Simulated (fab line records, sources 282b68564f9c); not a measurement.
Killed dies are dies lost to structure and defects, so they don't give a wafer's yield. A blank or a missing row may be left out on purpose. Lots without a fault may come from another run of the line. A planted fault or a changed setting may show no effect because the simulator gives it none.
fab line records | flow rit_cmos
record lots=14 wafers=42 last_day=7
route steps=202 shown NLDD@112 PLDD@120 PSD@150 SILICIDE@167 M1@202
lots that met no fault: from a run of the same line without faults
start_h: hours from the record's first day to the start of the lot's first wafer shown | wait_h: hours since the lot's step before | " the same as in the row above | L1.1+2: a row that stands for several wafers | - no value, or no start given | * or withheld: withheld | < > ~ a bound
route shown NAME@n: a module of which the file shows steps, and the number in the route of the first | usual: mean/standard deviation of fault-free wafers | same: alike in all rows | chamber/n: place in a boat | sites: the reading at each site | _std_site: their standard deviation | _edge_site: outer sites' mean less inner sites' | radius_mm: how far each site lies from the wafer's centre | mask NAME#n: copy n | behind: the tool/chamber that last shaped the wafer | hold: why the lot was held/for how many hours/how that ended | device: the transistor (n, p or np) that didn't switch | end of line: the same wafers' tests at the end of the route | a step without rows: its recipe alone | killed: dies lost to structure and defects at the first sort, not the wafer's yield | map: a wafer's dies, x killed, . not, _ none there
set.NAME: the setting as run; set.NAME@STEP: as run at that earlier step | model.NAME: the simulator's own value behind a step, which no gauge read
steps of the route over a sample of lots; a table a step, a row a wafer
services: from which hour (start_h, from the record's first day; less than 0 if before it) a tool's chamber was out of use, for how many hours, and why
## steps
# step RIT_NLDD_STRIP_09
# recipe chemistry=O2 time_s=180 resist=NOVOLAK platen_temp_c=withheld power_w=500 pressure_mtorr=4000 o2_flow_sccm=4000
# usual drypump_motor_current_A=5.4/0.45
# columns lot.wafer tool chamber start_h wait_h drypump_motor_current_A rf_hours_counter_h
L866.4 plasma_asher-03 1 78.77 0.1 4.7 -
L866.5 " 1 " " 4.7 -
L866.6 " 0 " " 5.7 -
L867.1 plasma_asher-03 0 82.51 0.1 5.7 42
L867.4 " 0 " " 5.7 -
L867.5 " 1 " " 4.7 -
L868.1 plasma_asher-04 1 85.34 0.1 4.9 46
L868.2 " 0 " " 5.5 46
L868.6 " 0 " " 5.5 -
L869.4 plasma_asher-03 0 91.17 0.1 5.7 -
L869.5 " 0 " " 5.7 -
L869.6 " 1 " " 4.7 -
L870.4 plasma_asher-04 1 91.41 0.1 4.9 -
L870.5 " 0 " " 5.5 -
L870.6 " 1 " " 4.9 -
L871.1 plasma_asher-01 0 109.27 0.1 6.0 26
L871.3 " 1 " " 5.7 -
L871.4 " 0 " " 6.0 -
L872.1 plasma_asher-04 1 109.51 0.1 4.9 49
L872.3 " 1 " " 4.9 -
L872.4 " 0 " " 5.5 -
L874.3 plasma_asher-04 1 114.19 0.1 4.9 -
L874.4 " 0 " " 5.5 -
L874.5 " 1 " " 4.9 -
L873.2 plasma_asher-01 1 117.08 0.1 5.7 28
L873.4 " 1 " " 5.7 -
L873.5 " 1 " " 5.6 -
L878.1 plasma_asher-03 1 126.74 0.1 4.7 1
L878.3 " 0 " " 5.7 -
L878.5 " 1 " " 4.7 -
L879.1 plasma_asher-04 0 126.98 0.1 5.5 52
L879.3 " 0 " " 5.5 -
L879.5 " 1 " " 4.9 -
L880.1 plasma_asher-01 1 137.07 0.1 5.7 31
L880.4 " 0 " " 6.0 -
L880.6 " 1 " " 5.7 -
L886.2 plasma_asher-03 1 155.16 0.1 4.7 5
L886.4 " 0 " " 5.7 -
L886.6 " 0 " " 5.7 -
L887.1 plasma_asher-01 0 162.72 0.1 6.0 34
L887.4 " 0 " " 6.0 -
L887.6 " 0 " " 6.0 -
# step RIT_PLDD_OVL_MEAS_06
# usual PLDD_OVL=0.8/1.4
# columns lot.wafer tool chamber start_h wait_h PLDD_OVL[nm]
L866.4 overlay-01 - 79.96 - 3.2
L866.5 " - " " 2.3
L866.6 " - " " 2.7
L867.1 overlay-02 - 83.86 - -0.8
L867.4 " - " " -1.6
L867.5 " - " " -2.7
L868.1 overlay-01 - 86.55 - 0.3
L868.2 " - " " 1.0
L868.6 " - " " -0.4
L869.4 overlay-02 - 92.34 - 3.3
L869.5 " - " " 2.0
L869.6 " - " " 3.3
L870.4 overlay-01 - 92.52 - 2.1
L870.5 " - " " -0.3
L870.6 " - " " 1.1
L871.1 overlay-01 - 110.51 - 0.5
L871.3 " - " " 0.8
L871.4 " - " " 0.1
L872.1 overlay-02 - 110.75 - -0.9
L872.3 " - " " 1.1
L872.4 " - " " 0.1
L874.3 overlay-02 - 115.35 - 0.1
L874.4 " - " " 0.5
L874.5 " - " " -0.4
L873.2 overlay-02 - 118.47 - 3.1
L873.4 " - " " 2.3
L873.5 " - " " 2.5
L878.1 overlay-01 - 127.95 - -0.8
L878.3 " - " " 0.1
L878.5 " - " " -1.7
L879.1 overlay-02 - 128.29 - 2.1
L879.3 " - " " 1.9
L879.5 " - " " 2.6
L880.1 overlay-01 - 138.48 - -0.1
L880.4 " - " " -0.9
L880.6 " - " " 1.6
L886.2 overlay-02 - 156.42 - 2.5
L886.4 " - " " 1.7
L886.6 " - " " -0.3
L887.1 overlay-01 - 163.84 - 0.7
L887.4 " - " " 1.8
L887.6 " - " " 2.3
# step RIT_PSD_IMPLANT_08
# recipe species=BF2 energy_kev=27 dose_cm2=5e+15 tilt_deg=7
# usual beam_energy_keV=26.999/0.0079
# columns lot.wafer tool chamber start_h wait_h beam_energy_keV
L866.4 implanter-01 0 86.03 0.1 27.003
L866.5 " 0 " " 26.999
L866.6 " 0 " " 26.994
L867.1 implanter-01 0 89.76 0.1 27.005
L867.4 " 0 " " 27.015
L867.5 " 0 " " 27.000
L868.1 implanter-01 0 92.26 0.1 26.989
L868.2 " 0 " " 26.997
L868.6 " 0 " " 26.997
L869.4 implanter-04 0 98.49 0.1 27.013
L869.5 " 0 " " 27.008
L869.6 " 0 " " 26.989
L870.4 implanter-03 0 98.84 0.1 26.995
L870.5 " 0 " " 26.996
L870.6 " 0 " " 26.996
L871.1 implanter-03 0 117.34 0.1 27.000
L871.3 " 0 " " 26.994
L871.4 " 0 " " 27.015
L872.1 implanter-04 0 117.49 0.1 26.991
L872.3 " 0 " " 26.988
L872.4 " 0 " " 26.997
L874.3 implanter-01 0 121.36 0.1 26.999
L874.4 " 0 " " 27.010
L874.5 " 0 " " 27.012
L873.2 implanter-03 0 125.84 0.1 27.000
L873.4 " 0 " " 27.003
L873.5 " 0 " " 27.007
L878.1 implanter-01 0 134.60 0.1 25.106
L878.3 " 0 " " 25.106
L878.5 " 0 " " 25.103
L879.1 implanter-01 0 135.19 0.1 25.108
L879.3 " 0 " " 25.103
L879.5 " 0 " " 25.101
L880.1 implanter-04 0 144.27 0.1 26.994
L880.4 " 0 " " 27.009
L880.6 " 0 " " 27.002
L886.2 implanter-03 0 163.58 0.1 26.983
L886.4 " 0 " " 26.987
L886.6 " 0 " " 26.995
L887.1 implanter-03 0 169.63 0.1 27.009
L887.4 " 0 " " 26.994
L887.6 " 0 " " 27.002
# step RIT_SDANNEAL_RS_MEAS_04
# recipe thk_meas_gauge=four-point-probe
# usual PSD_RS=115.79/0.26
# columns lot.wafer tool chamber start_h wait_h PSD_RS[ohm/sq]
L866.4 film_metro-03 - 86.84 0.1 115.74
L866.5 " - " " 115.50
L866.6 " - " " 115.66
L867.1 film_metro-03 - 90.58 0.0 115.67
L867.4 " - " " 115.64
L867.5 " - " " 115.59
L868.1 film_metro-03 - 93.09 0.0 115.90
L868.2 " - " " 115.97
L868.6 " - " " 116.07
L869.4 film_metro-03 - 99.32 0.1 115.74
L869.5 " - " " 115.88
L869.6 " - " " 115.89
L870.4 film_metro-01 - 99.69 0.1 115.37
L870.5 " - " " 115.16
L870.6 " - " " 115.61
L871.1 film_metro-03 - 118.15 0.0 115.66
L871.3 " - " " 115.37
L871.4 " - " " 115.61
L872.1 film_metro-02 - 118.30 0.0 115.88
L872.3 " - " " 116.00
L872.4 " - " " 115.96
L874.3 film_metro-03 - 122.16 0.1 115.54
L874.4 " - " " 115.84
L874.5 " - " " 115.37
L873.2 film_metro-01 - 126.64 0.1 116.12
L873.4 " - " " 115.66
L873.5 " - " " 115.57
L878.1 film_metro-01 - 135.44 0.0 120.30
L878.3 " - " " 120.23
L878.5 " - " " 120.77
L879.1 film_metro-03 - 136.20 0.0 120.33
L879.3 " - " " 120.24
L879.5 " - " " 120.23
L880.1 film_metro-02 - 145.08 0.0 115.96
L880.4 " - " " 115.58
L880.6 " - " " 115.43
L886.2 film_metro-02 - 164.41 0.1 115.52
L886.4 " - " " 115.44
L886.6 " - " " 115.27
L887.1 film_metro-01 - 170.49 0.0 115.53
L887.4 " - " " 115.55
L887.6 " - " " 115.32
# step RIT_SILICIDE_RTA_06
# recipe temp_c=750 time_s=10 idle_temp_c=25 ramp_up_s=5 ramp_down_s=10 cool_to_c=25 ambient=N2
# usual wafer_temp_C_max=752.5/0.77
# columns lot.wafer tool chamber start_h wait_h wafer_temp_C_max
L866.4 rtp_anneal-02 0 87.75 0.0 753.5
L866.5 " 0 " " 753.0
L866.6 " 0 " " 753.2
L867.1 rtp_anneal-01 0 91.52 0.0 751.6
L867.4 " 0 " " 752.2
L867.5 " 0 " " 752.2
L868.1 rtp_anneal-02 0 94.02 0.0 752.1
L868.2 " 0 " " 752.6
L868.6 " 0 " " 752.9
L869.4 rtp_anneal-02 0 100.23 0.0 752.7
L869.5 " 0 " " 753.2
L869.6 " 0 " " 753.4
L870.4 rtp_anneal-02 0 100.60 0.0 752.5
L870.5 " 0 " " 753.6
L870.6 " 0 " " 752.6
L871.1 rtp_anneal-02 0 119.08 0.0 753.3
L871.3 " 0 " " 753.9
L871.4 " 0 " " 753.3
L872.1 rtp_anneal-02 0 119.23 0.0 753.2
L872.3 " 0 " " 753.7
L872.4 " 0 " " 754.0
L874.3 rtp_anneal-01 0 123.08 0.0 752.5
L874.4 " 0 " " 753.2
L874.5 " 0 " " 752.6
L873.2 rtp_anneal-01 0 127.56 0.0 752.1
L873.4 " 0 " " 752.0
L873.5 " 0 " " 753.7
L878.1 rtp_anneal-01 0 136.37 0.0 752.7
L878.3 " 0 " " 751.5
L878.5 " 0 " " 751.7
L879.1 rtp_anneal-01 0 137.13 0.0 752.4
L879.3 " 0 " " 751.2
L879.5 " 0 " " 751.2
L880.1 rtp_anneal-01 0 146.02 0.0 752.3
L880.4 " 0 " " 751.6
L880.6 " 0 " " 752.0
L886.2 rtp_anneal-02 0 165.33 0.0 752.9
L886.4 " 0 " " 753.6
L886.6 " 0 " " 752.2
L887.1 rtp_anneal-01 0 171.42 0.0 751.3
L887.4 " 0 " " 752.0
L887.6 " 0 " " 752.0
# step RIT_M1_PROBE_99
# usual killed_at_contacts=0.1/0.23 killed_at_front_end=6.7/2.9 killed_dies=6.8/2.9 killed_open=3.5/2.1 killed_short=3.2/1.9
# same gross_dies=264 killed_at_M0_to_M3=0 killed_at_M4_up=0 killed_at_back_side=0 killed_at_other=0
# columns lot.wafer tool chamber start_h wait_h killed_at_contacts killed_at_front_end killed_dies killed_open killed_short
L866.4 prober-01 - 94.62 0.2 0 7 7 5 2
L866.5 prober-01 - 94.67 0.2 0 5 5 3 2
L866.6 prober-01 - 94.72 0.2 0 6 6 3 3
L867.1 prober-02 - 98.72 0.1 0 10 10 4 6
L867.4 prober-02 - 98.87 0.2 0 16 16 10 6
L867.5 prober-02 - 98.92 0.2 0 10 10 5 5
L869.4 prober-02 - 106.93 0.2 0 4 4 3 1
L869.5 prober-02 - 106.98 0.2 0 7 7 2 5
L869.6 prober-02 - 107.03 0.2 0 9 9 5 4
L878.1 prober-01 - 143.18 0.1 0 6 6 3 3
L878.3 prober-01 - 143.28 0.2 0 7 7 2 5
L878.5 prober-01 - 143.38 0.2 0 4 4 1 3
L879.1 prober-02 - 144.68 0.1 0 12 12 5 7
L879.3 prober-02 - 144.78 0.2 0 4 4 3 1
L879.5 prober-02 - 144.88 0.2 0 3 3 2 1
L880.1 prober-02 - 153.96 0.1 0 7 7 1 6
L880.4 prober-02 - 154.11 0.2 0 10 10 4 6
L880.6 prober-02 - 154.21 0.2 0 4 4 1 3
# killed by level:class
L866.4 FOX1:geometric_particle:open=3 REOX:geometric_particle:short=1 SPACER:geometric_particle:open=1 SILICIDE:geometric_particle:short=1 SILICIDE:geometric_particle:open=1
L866.5 FOX1:geometric_particle:short=1 GATE:geometric_particle:open=1 REOX:geometric_particle:short=1 SPACER:geometric_particle:open=1 SILICIDE:geometric_particle:open=1
L866.6 FOX1:geometric_particle:short=2 REOX:geometric_particle:open=1 SPACER:geometric_particle:short=1 SPACER:geometric_particle:open=1 SILICIDE:geometric_particle:open=1
L867.1 GATE:geometric_particle:short=3 FOX1:geometric_particle:short=2 FOX1:geometric_particle:open=1 FOX2:geometric_particle:open=1 FOX2:geometric_particle:short=1 GATE:geometric_particle:open=1 SPACER:geometric_particle:open=1
L867.4 FOX1:geometric_particle:open=3 GATE:geometric_particle:open=3 GATE:geometric_particle:short=2 REOX:geometric_particle:open=2 SPACER:geometric_particle:open=2 SPACER:geometric_particle:short=2 ACTIVE:geometric_particle:short=1 SILICIDE:geometric_particle:short=1
L867.5 GATE:geometric_particle:open=3 GATE:geometric_particle:short=2 SPACER:geometric_particle:short=2 FOX1:geometric_particle:short=1 REOX:geometric_particle:open=1 SILICIDE:geometric_particle:open=1
L869.4 SPACER:geometric_particle:open=2 GATE:geometric_particle:open=1 REOX:geometric_particle:short=1
L869.5 REOX:geometric_particle:short=2 FOX1:geometric_particle:short=1 FOX1:geometric_particle:open=1 GATE:geometric_particle:short=1 SPACER:geometric_particle:open=1 SILICIDE:geometric_particle:short=1
L869.6 GATE:geometric_particle:short=2 SPACER:geometric_particle:open=2 FOX1:geometric_particle:short=1 GATE:geometric_particle:open=1 REOX:geometric_particle:open=1 SPACER:geometric_particle:short=1 SILICIDE:geometric_particle:open=1
L878.1 GATE:geometric_particle:open=2 FOX1:geometric_particle:short=1 GATE:geometric_particle:short=1 REOX:geometric_particle:open=1 SILICIDE:geometric_particle:short=1
L878.3 GATE:geometric_particle:open=2 REOX:geometric_particle:short=2 ACTIVE:geometric_particle:short=1 FOX1:geometric_particle:short=1 GATE:geometric_particle:short=1
L878.5 FOX1:geometric_particle:open=1 GATE:geometric_particle:short=1 REOX:geometric_particle:short=1 SPACER:geometric_particle:short=1
L879.1 FOX2:geometric_particle:short=3 GATE:geometric_particle:open=3 GATE:geometric_particle:short=2 FOX1:geometric_particle:short=1 FOX1:geometric_particle:open=1 SILICIDE:geometric_particle:open=1 SILICIDE:geometric_particle:short=1
L879.3 FOX1:geometric_particle:open=1 FOX2:geometric_particle:open=1 GATE:geometric_particle:short=1 GATE:geometric_particle:open=1
L879.5 FOX1:geometric_particle:open=1 GATE:geometric_particle:open=1 REOX:geometric_particle:short=1
L880.1 GATE:geometric_particle:short=2 SPACER:geometric_particle:short=2 GATE:geometric_particle:open=1 REOX:geometric_particle:short=1 SILICIDE:geometric_particle:short=1
L880.4 SILICIDE:geometric_particle:short=4 SILICIDE:geometric_particle:open=2 GATE:geometric_particle:short=1 GATE:geometric_particle:open=1 REOX:geometric_particle:open=1 SPACER:geometric_particle:short=1
L880.6 REOX:geometric_particle:short=2 GATE:geometric_particle:short=1 GATE:geometric_particle:open=1
## services
# columns tool chamber start_h hours kind
plasma_asher-01 - 64.14 1.0 repair
implanter-03 - 69.62 2.3 repair
implanter-01 - 86.81 2.6 repair
implanter-03 - 87.47 2.2 pm
plasma_asher-01 - 98.66 2.8 pm
plasma_asher-03 - 108.88 9.0 pm
plasma_asher-03 0 108.88 9.0 vent_cycle
plasma_asher-03 1 108.88 9.0 vent_cycle
implanter-04 - 110.13 3.1 pm
plasma_asher-03 0 117.88 - clean
plasma_asher-03 1 117.88 - clean
implanter-04 - 124.92 17.4 pm
implanter-01 - 142.54 4.2 repair
plasma_asher-03 - 162.81 2.8 pm
## key
first_sign step=RIT_PSD_IMPLANT_08 reading=beam_energy_keV direction=down sigmas=99+ usual=26.999 struck=25.104
effect step=RIT_SDANNEAL_RS_MEAS_04 reading=PSD_RS direction=up sigmas=18 usual=115.79 struck=120.35
met_at RIT_PSD_IMPLANT_08
struck_lots L878,L879
tester_left_out L878,L879
not_acting_at RIT_NLDD_STRIP_09,RIT_PLDD_OVL_MEAS_06,RIT_SILICIDE_RTA_06
onset_between 121.36 134.60
fault kind=process_parameter_drift tool=implanter-01 chamber=- onset_h=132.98 steps=RIT_PSD_IMPLANT_08 channel=energy_kev offset=-1.89 shape=step end_h=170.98 acts_in=these_recipes_only stated=27
# tester_left_out: of these lots the tester's yield and bins aren't shown, on N5 and GAA mostly nor the transistor test; their killed dies are dies lost to structure and defects alone, not to doping, threshold or leakage, so they don't give the yield
